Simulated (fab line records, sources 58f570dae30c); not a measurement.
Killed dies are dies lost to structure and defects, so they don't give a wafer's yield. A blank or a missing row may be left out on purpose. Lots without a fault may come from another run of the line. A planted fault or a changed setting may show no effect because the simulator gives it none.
A struck lot beside a sound one | flow berkeley_cmos170 | 27 steps out of a route of 331
Sound: wafers L840.1, L840.2, L840.4. Struck: wafers L826.1, L826.4, L826.6. The cause comes at the end.
At each step with rows: each side's tool, then ch and its chambers, then its first start. Under that, the readings that differ: sound wafers | struck wafers | difference of the means | sigmas: that difference in standard deviations of wafers without a fault.
alike: readings whose means differ by less than 2 such deviations, and words and numbers that are the same on both sides. not compared: withheld readings, readings that some wafer has no value for, bounds like >300 that may hide the same value, and numbers for which the record gives no deviation and whose values overlap.
The two part at a step that has a row with sigmas, a row that says differs or no value, or rows on one side only. Numbers that don't overlap but have no deviation are shown without sigmas and don't part them. A reading that every wafer of one side lacks parts them only if that side has two wafers or more.

UCB170_SPACER_THK_MEAS_01:
  sound on film_metro-02, day 10 15:55; struck on film_metro-02, day 8 15:47
  alike: SPACER_TEOS_THK
then, 1 step without rows for these wafers: UCB170_SPACER_ANNEAL_02 (time 1800 s).
UCB170_SPACER_ETCHBACK_03: etches SiO2 in CHF3/CF4/Ar, stops on Si, target depth 376 nm, time 100 s.
  sound on rie_diel-01 ch 1,2,3, day 10 17:35; struck on rie_diel-01 ch 0,1,2, day 8 20:54
  alike: drypump_motor_current_A, mfc_ar_sccm, oes_product_au, throttle_valve_pct
  not compared: rf_hours_counter_h
then, 6 steps without rows for these wafers: UCB170_PSD_HMDS_00 (prime time 60 s); UCB170_PSD_COAT_01 (resist thk 900 nm); UCB170_PSD_SOFTBAKE_02 (time 60 s); UCB170_PSD_EXPOSE_03 (exposes mask PSELECT MOD, target cd 1200 nm); UCB170_PSD_PEB_04; UCB170_PSD_DEVELOP_05 (develop time 45 s).
UCB170_PSD_CD_MEAS_06: target cd 1200 nm.
  sound on cd_sem-02, day 10 19:30; struck on cd_sem-01, day 8 22:23
  reading    | sound                | struck               | difference | sigmas
  cd_nm (nm) | 1197.4 1196.5 1198.0 | 1202.4 1199.9 1202.1 | +4.2       | +2
UCB170_PSD_OVL_MEAS_07:
  sound on overlay-01, day 10 19:37; struck on overlay-02, day 8 22:30
  alike: PSD_OVL
then, 1 step without rows for these wafers: UCB170_PSD_IMPLANT_08.
UCB170_PSD_STRIP_09: strips in O2.
  sound on plasma_asher-04 ch 0,1, day 10 19:48; struck on plasma_asher-01 ch 0, day 8 22:41
  no value came back on the struck wafers for chamber_pressure_mTorr (mTorr), drypump_motor_current_A (A), oes_product_au (a.u.), strip_time_to_endpoint_s (s); on the sound wafers chamber_pressure_mTorr (mTorr) reads 3500 3503 3502
  reading                              | sound | struck            | difference | sigmas
  model.KrF_of_PSD_COAT_01.thk_nm (nm) | 0 0 0 | 878.4 883.7 882.4 | +881.5     |
  not compared: rf_hours_counter_h
UCB170_PSD_TW_MEAS_10:
  sound on film_metro-04, day 10 19:54; struck on film_metro-04, day 8 22:47
  alike: PSD_TW
then, 7 steps without rows for these wafers: UCB170_PSD_CLEAN_11 (cleans in SPM, time 600 s); UCB170_NSD_HMDS_00 (prime time 60 s); UCB170_NSD_COAT_01 (resist thk 900 nm); UCB170_NSD_SOFTBAKE_02 (time 60 s); UCB170_NSD_EXPOSE_03 (exposes mask NSELECT MOD, target cd 1200 nm); UCB170_NSD_PEB_04; UCB170_NSD_DEVELOP_05 (develop time 45 s).
UCB170_NSD_CD_MEAS_06: target cd 1200 nm.
  sound on cd_sem-01, day 10 22:18; struck on cd_sem-01, day 9 01:17
  alike: cd_nm
UCB170_NSD_OVL_MEAS_07:
  sound on overlay-02, day 10 22:25; struck on overlay-01, day 9 01:25
  alike: NSD_OVL
then, 1 step without rows for these wafers: UCB170_NSD_IMPLANT_08.
UCB170_NSD_STRIP_09: strips in O2.
  sound on plasma_asher-02 ch 0,1, day 10 22:36; struck on plasma_asher-03 ch 0,1, day 9 01:35
  reading                      | sound             | struck            | difference | sigmas
  oes_product_au (a.u.)        | 0.542 0.531 0.542 | 0.621 0.626 0.615 | +0.082     | +18
  strip_time_to_endpoint_s (s) | 35.83 35.84 35.84 | 61.76 62.07 61.93 | +26.08     | +99 or more
  alike: chamber_pressure_mTorr, drypump_motor_current_A
  not compared: rf_hours_counter_h
UCB170_NSD_TW_MEAS_10:
  sound on film_metro-04, day 10 22:42; struck on film_metro-03, day 9 01:41
  reading | sound          | struck   | difference | sigmas
  NSD_TW  | 4202 4194 4194 | 30 31 30 | -4166      | -99 or more
then, 1 step without rows for these wafers: UCB170_NSD_CLEAN_11 (cleans in SPM, time 600 s).

WHERE THEY PART
First at UCB170_PSD_CD_MEAS_06; last, within this record, at UCB170_NSD_TW_MEAS_10.

WHY: what the simulator had put in
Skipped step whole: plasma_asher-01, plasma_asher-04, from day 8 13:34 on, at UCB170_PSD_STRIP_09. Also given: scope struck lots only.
